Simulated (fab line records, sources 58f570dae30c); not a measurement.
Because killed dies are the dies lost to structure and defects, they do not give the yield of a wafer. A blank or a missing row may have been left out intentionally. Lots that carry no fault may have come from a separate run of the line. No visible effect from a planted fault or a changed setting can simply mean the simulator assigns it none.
2 desks, one fault | flow berkeley_cmos170 | every desk sees just its own numbers, and what lay behind them comes last

## FOR THE TOOL OWNER'S DESK: rie_diel-04
The tool's own readings at UCB170_CONTACT_ETCH_17 (etches BARC in N2/H2): means of the sampled wafers that have a number, for each lot that ran on this tool. A lot is out of limits, marked OUT, if its mean lies more than 4 standard deviations from the usual mean; the brackets give that distance.
Columns: A = chamber_pressure_mTorr at UCB170_CONTACT_ETCH_17, usual 29.999 mTorr; B = drypump_motor_current_A at UCB170_CONTACT_ETCH_17, usual 5.5 A; C = oes_product_au at UCB170_CONTACT_ETCH_17, usual 0.998 a.u.; D = rf_fwd_power_W at UCB170_CONTACT_ETCH_17, usual 494.9 W; E = throttle_valve_pct at UCB170_CONTACT_ETCH_17, usual 13.30 %
lot  | first seen here | A      | B   | C     | D     | E
L313 | day 8 05:01     | 30.007 | 5.5 | 0.985 | 494.6 | 13.42
L317 | day 9 04:19     | 30.013 | 5.3 | 1.005 | 495.7 | 13.33
L319 | day 9 12:44     | 29.977 | 5.6 | 1.011 | 494.1 | 13.61
L328 | day 11 00:59    | 29.984 | 5.5 | 0.997 | 496.2 | 13.41
L329 | day 11 03:05    | 29.974 | 5.2 | 1.000 | 494.0 | 13.37
Finding of this desk: none of the 5 lots has anything out of limits.

## FROM THE METROLOGY DESK
Lot by lot, what the gauges showed, no matter which tool ran the lot: averages of those sampled wafers that carry a number. A lot is out of limits, marked OUT, if its mean lies more than 4 standard deviations from the usual mean; the brackets give that distance.
Columns: A = INCOMING_BOW at UCB170_START_BOW_MEAS_00, usual -1 um; B = cd_nm at UCB170_M3_CD_MEAS_15, usual 699.9 nm
lot  | first seen here | A  | B
L309 | day 1 10:01     | 3  | 698.6
L310 | day 1 15:00     | -2 | 700.1
L311 | day 1 20:00     | 1  | 699.1
L313 | day 2 06:00     | -1 | 700.2
L314 | day 2 11:01     | -0 | 701.6
L316 | day 2 21:02     | -3 | 698.8
L317 | day 3 02:00     | -1 | 700.8
L318 | day 3 07:00     | -4 | 700.5
L319 | day 3 12:00     | -7 | 698.1
L323 | day 4 08:01     | -2 | 700.2
L328 | day 5 09:00     | 2  | 701.2
L329 | day 5 14:00     | 4  | 699.1
L331 | day 6 00:00     | 3  | 700.3
L332 | day 6 05:01     | -2 | 700.6
Finding of this desk: none of the 14 lots has anything out of limits.

## TAKEN TOGETHER
The desk of the tool owner found nothing out of limits.
From the metrology desk's view, nothing was out of limits.

## WHAT WAS PUT IN BY THE SIMULATOR
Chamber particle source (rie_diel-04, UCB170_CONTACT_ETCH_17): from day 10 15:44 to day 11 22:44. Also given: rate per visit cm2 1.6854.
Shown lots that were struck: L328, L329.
